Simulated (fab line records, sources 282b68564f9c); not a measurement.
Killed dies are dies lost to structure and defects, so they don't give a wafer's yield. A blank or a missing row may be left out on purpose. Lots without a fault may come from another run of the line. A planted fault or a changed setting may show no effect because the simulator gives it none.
Which tool did it? | flow rit_cmos | 14 lots, 42 wafers sampled, at 3 steps of a route of 202

WHAT THE GAUGES READ, wafer by wafer
RIT_ACTIVE_BOW_MEAS_00. Usual: INCOMING_BOW 0 um, standard deviation 6.
lot  | measured    | on            | INCOMING_BOW (um) | flag
L591 | day 1 10:01 | film_metro-01 | -8 -2 -3          |
L592 | day 1 15:00 | film_metro-01 | -7 -6 -5          |
L593 | day 1 20:00 | film_metro-01 | -11 5 -1          |
L595 | day 2 06:02 | film_metro-04 | 1 -9 10           |
L596 | day 2 11:01 | film_metro-04 | -1 3 9            |
L599 | day 3 02:01 | film_metro-03 | -11 -9 -1         |
L600 | day 3 07:02 | film_metro-01 | 9 1 7             |
L601 | day 3 12:00 | film_metro-04 | 3 1 2             |
L602 | day 3 17:00 | film_metro-03 | 7 -2 0            |
L605 | day 4 08:00 | film_metro-03 | 2 1 10            |
L606 | day 4 13:00 | film_metro-03 | -12 1 2           |
L608 | day 4 23:01 | film_metro-04 | 2 8 -4            |
L612 | day 5 19:00 | film_metro-04 | 1 -5 -10          |
L613 | day 6 00:00 | film_metro-01 | -13 -4 -8         |

RIT_PLDD_OVL_MEAS_06. Usual: PLDD_OVL -0.3 nm, standard deviation 1.4.
lot  | measured     | on         | PLDD_OVL (nm)  | flag
L591 | day 2 19:31  | overlay-01 | -0.9 -0.7 -0.8 |
L592 | day 3 01:06  | overlay-01 | 1.3 0.8 1.8    |
L593 | day 3 04:34  | overlay-02 | 0.8 0.2 0.5    |
L595 | day 3 16:14  | overlay-01 | 0.0 -0.4 0.4   |
L596 | day 3 21:25  | overlay-02 | -0.6 1.0 0.1   |
L599 | day 4 11:16  | overlay-01 | 0.8 3.1 3.4    |
L600 | day 4 16:39  | overlay-02 | -0.4 -0.7 -0.4 |
L601 | day 4 22:13  | overlay-01 | 1.6 1.4 1.6    |
L602 | day 5 05:09  | overlay-01 | -0.4 -0.7 -1.4 |
L605 | day 5 17:57  | overlay-02 | -0.5 -0.5 0.6  |
L606 | day 10 22:34 | overlay-02 | 0.6 0.4 3.0    |
L608 | day 11 07:36 | overlay-01 | -2.6 -1.9 -0.8 |
L612 | day 7 03:04  | overlay-01 | -2.5 -2.3 -4.1 |
L613 | day 7 09:47  | overlay-02 | 0.5 0.9 0.1    |

WHICH TOOL RAN EACH LOT (tool, then ch and the chambers of the sampled wafers, then the start)
lot  | RIT_GATE_OXIDATION_05
L591 | furnace-03 ch 0, day 2 08:35
L592 | furnace-01 ch 0, day 2 14:02
L593 | furnace-02 ch 0, day 2 18:42
L595 | furnace-01 ch 0, day 3 04:47
L596 | furnace-03 ch 0, day 3 10:11
L599 | furnace-02 ch 0, day 4 01:04
L600 | furnace-03 ch 0, day 4 04:49
L601 | furnace-02 ch 0, day 4 10:50
L602 | furnace-03 ch 0, day 4 17:20
L605 | furnace-03 ch 0, day 5 07:26
L606 | furnace-03 ch 0, day 10 12:25
L608 | furnace-01 ch 0, day 10 21:03
L612 | furnace-03 ch 0, day 6 17:11
L613 | furnace-01 ch 0, day 6 22:43
- RIT_GATE_OXIDATION_05: target thk 3 nm, ox time 270 s.

WHAT THE TOOLS THEMSELVES READ (means of the sampled wafers that have a number; where no wafer has one, the mark that the record gives instead)
RIT_GATE_OXIDATION_05. Usual: tube_center_temp_C 899.99 C, standard deviation 0.076.
lot  | tool       | tube_center_temp_C (C) | flag
L591 | furnace-03 | 899.98                 |
L592 | furnace-01 | 900.02                 |
L593 | furnace-02 | 899.96                 |
L595 | furnace-01 | 900.01                 |
L596 | furnace-03 | 899.97                 |
L599 | furnace-02 | 900.04                 |
L600 | furnace-03 | 900.06                 |
L601 | furnace-02 | 900.00                 |
L602 | furnace-03 | 899.93                 |
L605 | furnace-03 | 899.99                 |
L606 | furnace-03 | 900.05                 |
L608 | furnace-01 | 899.96                 |
L612 | furnace-03 | 899.98                 |
L613 | furnace-01 | 899.96                 |

THE ANSWER, worked out from the rows above alone
Rule: a lot is off if the mean of its wafers that have a number lies more than 3 standard deviations from the usual mean. A lot without any number at a reading at which 4 lots or more have one is off too. The other lots that the step has rows for count as sound. The gauges are gone through in route order, then the tools' own readings, and for those a lot's mean is taken as printed above. The first step at which some lot is off is used, and at that step the reading that is off furthest; a lot without a number counts as furthest.
No lot is off at any reading shown: from this, nothing can be told.

WHAT THE SIMULATOR HAD PUT IN
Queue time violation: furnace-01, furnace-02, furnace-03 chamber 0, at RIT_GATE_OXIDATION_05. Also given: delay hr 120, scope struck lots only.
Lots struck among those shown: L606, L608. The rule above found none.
